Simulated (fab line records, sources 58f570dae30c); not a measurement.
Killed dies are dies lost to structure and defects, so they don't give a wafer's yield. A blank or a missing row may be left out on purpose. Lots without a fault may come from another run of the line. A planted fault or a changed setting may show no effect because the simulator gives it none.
Which tool did it? | flow berkeley_cmos170 | 14 lots, 42 wafers sampled, at 5 steps of a route of 331

WHAT THE GAUGES READ, wafer by wafer
UCB170_PSD_CD_MEAS_06: target cd 1200 nm. Usual: cd_nm 1200.2 nm, standard deviation 1.2.
lot  | measured     | on        | cd_nm (nm)           | flag
L206 | day 7 06:43  | cd_sem-01 | 1199.8 1200.6 1200.7 |
L207 | day 7 11:13  | cd_sem-02 | 1201.5 1200.9 1200.7 |
L209 | day 7 17:46  | cd_sem-02 | 1200.6 1200.2 1201.9 |
L217 | day 9 07:43  | cd_sem-01 | 1200.5 1199.3 1200.0 |
L216 | day 9 07:49  | cd_sem-02 | 1199.7 1200.4 1199.4 |
L218 | day 9 07:59  | cd_sem-02 | 1199.5 1198.6 1199.5 |
L220 | day 10 08:14 | cd_sem-02 | 1197.6 1198.2 1197.7 |
L221 | day 10 08:20 | cd_sem-01 | 1199.0 1200.3 1199.4 |
L222 | day 10 08:34 | cd_sem-02 | 1201.7 1201.2 1200.9 |
L223 | day 10 08:35 | cd_sem-01 | 1199.7 1199.8 1201.4 |
L224 | day 10 08:43 | cd_sem-02 | 1199.8 1201.5 1200.9 |
L226 | day 11 00:29 | cd_sem-01 | 1198.5 1198.1 1200.3 |
L225 | day 11 00:31 | cd_sem-02 | 1201.2 1201.0 1201.4 |
L227 | day 11 06:52 | cd_sem-02 | 1201.9 1203.9 1203.5 |

UCB170_CONTACT_THK_MEAS_02. Usual: CONTACT_PSG_THK 697 nm, standard deviation 6.5.
lot  | measured     | on            | CONTACT_PSG_THK (nm) | flag
L206 | day 7 13:00  | film_metro-02 | 693 693 694          |
L207 | day 7 17:11  | film_metro-03 | 751 745 751          | OFF
L209 | day 8 00:20  | film_metro-01 | 743 739 743          | OFF
L217 | day 9 17:20  | film_metro-03 | 690 695 698          |
L216 | day 9 17:25  | film_metro-03 | 699 696 697          |
L218 | day 9 17:20  | film_metro-01 | 703 702 697          |
L220 | day 10 15:10 | film_metro-03 | 694 692 692          |
L221 | day 10 15:10 | film_metro-01 | 710 697 708          |
L222 | day 10 15:25 | film_metro-03 | 689 686 681          |
L223 | day 10 18:05 | film_metro-03 | 699 699 698          |
L224 | day 10 18:05 | film_metro-02 | 696 699 694          |
L226 | day 11 09:52 | film_metro-02 | 693 696 695          |
L225 | day 11 09:53 | film_metro-01 | 693 694 694          |
L227 | day 11 14:00 | film_metro-01 | 700 705 701          |

UCB170_M1_CD_MEAS_09: target cd 700 nm. Usual: cd_nm 699.9 nm, standard deviation 1.2.
lot  | measured     | on        | cd_nm (nm)        | flag
L206 | day 7 17:01  | cd_sem-02 | 698.1 697.4 698.3 |
L207 | day 7 21:42  | cd_sem-01 | 698.6 699.2 699.0 |
L209 | day 8 04:01  | cd_sem-02 | 698.8 698.9 700.4 |
L217 | day 9 21:44  | cd_sem-02 | 699.0 698.5 698.3 |
L216 | day 9 22:13  | cd_sem-01 | 701.0 700.4 702.0 |
L218 | day 9 21:53  | cd_sem-01 | 698.1 698.4 698.4 |
L220 | day 10 19:33 | cd_sem-02 | 700.1 699.9 701.0 |
L221 | day 10 19:55 | cd_sem-02 | 699.2 698.8 699.8 |
L222 | day 10 20:38 | cd_sem-02 | 699.5 699.6 699.2 |
L223 | day 10 22:30 | cd_sem-01 | 700.4 699.6 700.1 |
L224 | day 10 22:50 | cd_sem-02 | 699.2 700.6 700.3 |
L226 | day 11 14:37 | cd_sem-01 | 701.4 700.8 701.2 |
L225 | day 11 14:56 | cd_sem-01 | 699.8 699.6 699.1 |
L227 | day 11 17:58 | cd_sem-01 | 700.5 699.6 700.4 |

WHICH TOOL RAN EACH LOT (tool, then ch and the chambers of the sampled wafers, then the start)
lot  | UCB170_CONTACT_CVD_01       | UCB170_CONTACT_ETCH_18
L206 | lpcvd-02 ch 0, day 7 11:13  | rie_diel-03 ch 1,2, day 7 17:01 or earlier
L207 | lpcvd-02 ch 0, day 7 15:23  | rie_diel-02 ch 0,2, day 7 21:42 or earlier
L209 | lpcvd-02 ch 0, day 7 22:32  | rie_diel-02 ch 0,2, day 8 04:01 or earlier
L217 | lpcvd-01 ch 1, day 9 15:33  | rie_diel-01 ch 0,2,3, day 9 21:44 or earlier
L216 | lpcvd-01 ch 0, day 9 15:33  | rie_diel-01 ch 1,2, day 9 22:13 or earlier
L218 | lpcvd-01 ch 1, day 9 15:33  | rie_diel-03 ch 0,1,2, day 9 21:53 or earlier
L220 | lpcvd-02 ch 0, day 10 13:23 | rie_diel-01 ch 2,3, day 10 19:33 or earlier
L221 | lpcvd-02 ch 1, day 10 13:23 | rie_diel-02 ch 1,2,3, day 10 19:55 or earlier
L222 | lpcvd-01 ch 1, day 10 13:37 | rie_diel-03 ch 0,1,2, day 10 20:38 or earlier
L223 | lpcvd-01 ch 1, day 10 15:23 | rie_diel-01 ch 0,2, day 10 22:30 or earlier
L224 | lpcvd-01 ch 0, day 10 15:23 | rie_diel-02 ch 0,2,3, day 10 22:50 or earlier
L226 | lpcvd-01 ch 0, day 11 08:05 | rie_diel-03 ch 1,3, day 11 14:37 or earlier
L225 | lpcvd-01 ch 1, day 11 08:05 | rie_diel-01 ch 1,3, day 11 14:56 or earlier
L227 | lpcvd-02 ch 0, day 11 12:12 | rie_diel-02 ch 1,2,3, day 11 17:58 or earlier
- UCB170_CONTACT_CVD_01: deposits PSG from SiH4/O2/PH3, target thk 700 nm, time 2820 s.
- UCB170_CONTACT_ETCH_18: etches PSG in CHF3/CF4/Ar, stops on TiSi2, target depth 840 nm, time 195 s.

WHAT THE TOOLS THEMSELVES READ (means of the sampled wafers that have a number; where no wafer has one, the mark that the record gives instead)
UCB170_CONTACT_CVD_01. Usual: sih4_flow_sccm 59.99 sccm, standard deviation 0.18.
lot  | tool     | sih4_flow_sccm (sccm) | flag
L206 | lpcvd-02 | 59.93                 |
L207 | lpcvd-02 | 59.87                 |
L209 | lpcvd-02 | 60.00                 |
L217 | lpcvd-01 | 60.36                 |
L216 | lpcvd-01 | 60.14                 |
L218 | lpcvd-01 | 59.74                 |
L220 | lpcvd-02 | 60.08                 |
L221 | lpcvd-02 | 59.98                 |
L222 | lpcvd-01 | 59.81                 |
L223 | lpcvd-01 | 60.24                 |
L224 | lpcvd-01 | 60.00                 |
L226 | lpcvd-01 | 59.89                 |
L225 | lpcvd-01 | 60.08                 |
L227 | lpcvd-02 | 60.02                 |

UCB170_CONTACT_ETCH_18. Usual: drypump_motor_current_A 5.6 A, standard deviation 0.49; mfc_ar_sccm 149.9 sccm, standard deviation 0.46; oes_product_au 0.890 a.u., standard deviation 0.015; throttle_valve_pct 6.87 %, standard deviation 0.16.
lot  | tool        | drypump_motor_current_A (A) | mfc_ar_sccm (sccm) | oes_product_au (a.u.) | throttle_valve_pct (%) | flag
L206 | rie_diel-03 | 5.8                         | 150.3              | 0.866                 | 7.08                   |
L207 | rie_diel-02 | 5.5                         | 150.4              | 0.952                 | 6.78                   | OFF
L209 | rie_diel-02 | 5.5                         | 150.0              | 0.931                 | 6.70                   |
L217 | rie_diel-01 | 5.9                         | 150.2              | 0.888                 | 6.89                   |
L216 | rie_diel-01 | 5.3                         | 150.6              | 0.889                 | 6.71                   |
L218 | rie_diel-03 | 5.5                         | 149.9              | 0.885                 | 7.12                   |
L220 | rie_diel-01 | 5.9                         | 150.2              | 0.885                 | 6.82                   |
L221 | rie_diel-02 | 5.6                         | 149.9              | 0.897                 | 6.78                   |
L222 | rie_diel-03 | 5.5                         | 149.6              | 0.866                 | 7.13                   |
L223 | rie_diel-01 | 5.3                         | 149.8              | 0.885                 | 6.89                   |
L224 | rie_diel-02 | 5.6                         | 149.9              | 0.898                 | 6.75                   |
L226 | rie_diel-03 | 5.7                         | 149.8              | 0.887                 | 6.90                   |
L225 | rie_diel-01 | 5.8                         | 149.8              | 0.889                 | 6.71                   |
L227 | rie_diel-02 | 5.6                         | 149.8              | 0.894                 | 6.77                   |

THE ANSWER, worked out from the rows above alone
Rule: a lot is off if the mean of its wafers that have a number lies more than 3 standard deviations from the usual mean. A lot without any number at a reading at which 4 lots or more have one is off too. The other lots that the step has rows for count as sound. The gauges are gone through in route order, then the tools' own readings, and for those a lot's mean is taken as printed above. The first step at which some lot is off is used, and at that step the reading that is off furthest; a lot without a number counts as furthest.
Off: L207, L209, at UCB170_CONTACT_THK_MEAS_02 (CONTACT_PSG_THK).
A tool fits if, at a process step before that reading, it ran every lot that is off, and no sound lot after the first of them. The gauges at UCB170_CONTACT_THK_MEAS_02 are tried like those tools. None of those tried fits.

WHAT THE SIMULATOR HAD PUT IN
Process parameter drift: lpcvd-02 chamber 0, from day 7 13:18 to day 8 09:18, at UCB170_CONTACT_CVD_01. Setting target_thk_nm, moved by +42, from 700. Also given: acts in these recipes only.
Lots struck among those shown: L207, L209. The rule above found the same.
